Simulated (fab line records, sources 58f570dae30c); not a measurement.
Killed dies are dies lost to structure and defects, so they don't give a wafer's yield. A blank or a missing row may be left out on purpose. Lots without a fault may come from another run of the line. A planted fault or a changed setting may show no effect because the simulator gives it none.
Split-lot experiment | flow berkeley_cmos170 | 5 lots, 23 wafers read, on a route of 331 steps

THE SPLIT
At UCB170_M3_SPUTTER_01 (material Al, target thk 900 nm, time 120 s), the setting power_w was moved away from the recipe's 6000 W on 12 of the 23 wafers read, by -10.9% to +8.9%. The other wafers ran this setting at the recipe's value.

FROM THE SPLIT TO THE READING: what the file shows between them, 6 steps
- UCB170_M3_RS_MEAS_02: measures by four-point-probe
- UCB170_M3_THK_MEAS_03: measures by xrf
- UCB170_M3_SOFTBAKE_11: time 60 s (also split here: temp_c)
- UCB170_M3_EXPOSE_12: exposes mask METAL3, target cd 700 nm
- UCB170_M3_PEB_13
- UCB170_M3_ETCH_17: etches BARC in N2/H2

THE READING
oes_product_au, in a.u., at UCB170_M3_METAL_ETCH_18 (etches Al in Cl2/BCl3, stops on SiO2, target depth 1170 nm, time 195 s). Fault-free wafers of this fab line usually give 0.843 a.u., standard deviation 0.017 a.u..

wafer  | tool, chamber at the split | power_w as run, W | against the recipe | oes_product_au, a.u. | against lot-mates on the recipe
L079.2 | pvd_sputter-01, -          | 6230              | +3.8%              | 0.851                | +0.016
L079.3 | pvd_sputter-01, -          | 6230              | +3.8%              | 0.853                | +0.018
L079.4 | pvd_sputter-01, -          | 6000              | recipe             | 0.828                | -
L079.5 | pvd_sputter-01, -          | 6000              | recipe             | 0.842                | -
L079.6 | pvd_sputter-01, -          | 6230              | +3.8%              | 0.855                | +0.020
L081.1 | pvd_sputter-04, -          | 5436              | -9.4%              | 0.786                | -0.047
L081.2 | pvd_sputter-04, -          | 5436              | -9.4%              | 0.794                | -0.039
L081.3 | pvd_sputter-04, -          | 5436              | -9.4%              | 0.788                | -0.045
L081.4 | pvd_sputter-04, -          | 6000              | recipe             | 0.827                | -
L081.6 | pvd_sputter-04, -          | 6000              | recipe             | 0.840                | -
L084.2 | pvd_sputter-04, -          | 6000              | recipe             | 0.832                | -
L084.3 | pvd_sputter-04, -          | 5347              | -10.9%             | 0.783                | -0.051
L084.4 | pvd_sputter-04, -          | 5347              | -10.9%             | 0.777                | -0.057
L084.5 | pvd_sputter-04, -          | 5347              | -10.9%             | 0.780                | -0.054
L084.6 | pvd_sputter-04, -          | 6000              | recipe             | 0.837                | -
L083.1 | pvd_sputter-03, -          | 6000              | recipe             | 0.866                | -
L083.4 | pvd_sputter-03, -          | 6000              | recipe             | 0.857                | -
L083.5 | pvd_sputter-03, -          | 6000              | recipe             | 0.834                | -
L085.1 | pvd_sputter-03, -          | 6000              | recipe             | 0.831                | -
L085.2 | pvd_sputter-03, -          | 6533              | +8.9%              | 0.863                | +0.037
L085.3 | pvd_sputter-03, -          | 6533              | +8.9%              | 0.872                | +0.046
L085.4 | pvd_sputter-03, -          | 6533              | +8.9%              | 0.875                | +0.049
L085.5 | pvd_sputter-03, -          | 6000              | recipe             | 0.821                | -

THE FIT
A straight line over all 23 wafers: oes_product_au changes by +0.00468 a.u. for each +1% of power_w; r = +0.95; the points scatter about the line by 0.01 a.u..
The same after taking each lot's own level away (the mean of its wafers on the recipe; 23 wafers): +0.00489 a.u. for each +1%; r = +0.98; scatter 0.0067 a.u..
On that fit, the largest move of power_w shifts the reading by 0.053 a.u..
The lots' own levels span 0.8260 to 0.8523 a.u., that is 1.5 times the standard deviation above.
So the lot-to-lot level changes the slope little: the two slopes agree.
Check: with one of the wafers moved furthest among these (-10.9%) left out of the fit, the line predicts -0.0535 a.u. for it against its lot-mates. It came out at -0.0515 a.u. against them.

OTHER SPLITS ON THESE WAFERS
These wafers also went through other splits before the reading. Each is held against what the fit with the lots' levels taken away leaves over:
other split on the same wafers   | wafers away from the commonest value | r with oes_product_au (lot level and that fit taken away)
UCB170_CONTACT_PEB_13 peb_temp_c | 8                                    | -0.02
UCB170_M1_METAL_ETCH_12 icp_w    | 4                                    | -0.08
UCB170_V1_PEB_10 peb_temp_c      | 10                                   | -0.11
UCB170_M2_METAL_ETCH_18 time_s   | 8                                    | +0.04
UCB170_M3_SOFTBAKE_11 temp_c     | 4                                    | -0.08

THE WHOLE CHAIN: every reading that the file lists as answering this split, in the file's order
step                    | what it does                                                           | reading                                                                     | change (the file's fit)                   | r (the file's)
UCB170_M3_SPUTTER_01    | material Al, target thk 900 nm, time 120 s                             | Al_of_M3_SPUTTER_01.thk_nm (the simulator's own value, which no gauge read) | +9.43 nm for each +1% of the setting      | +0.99
UCB170_M3_RS_MEAS_02    | measures by four-point-probe                                           | M3_AL_RS                                                                    | -0.000364 for each +1% of the setting     | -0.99
UCB170_M3_THK_MEAS_03   | measures by xrf                                                        | M3_AL_THK                                                                   | +9.19 for each +1% of the setting         | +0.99
UCB170_M3_METAL_ETCH_18 | etches Al in Cl2/BCl3, stops on SiO2, target depth 1170 nm, time 195 s | oes_product_au                                                              | +0.00491 a.u. for each +1% of the setting | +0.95

THE FILE'S OWN FIT
oes_product_au changes by +0.00491 a.u. for each +1% of power_w, r = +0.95.
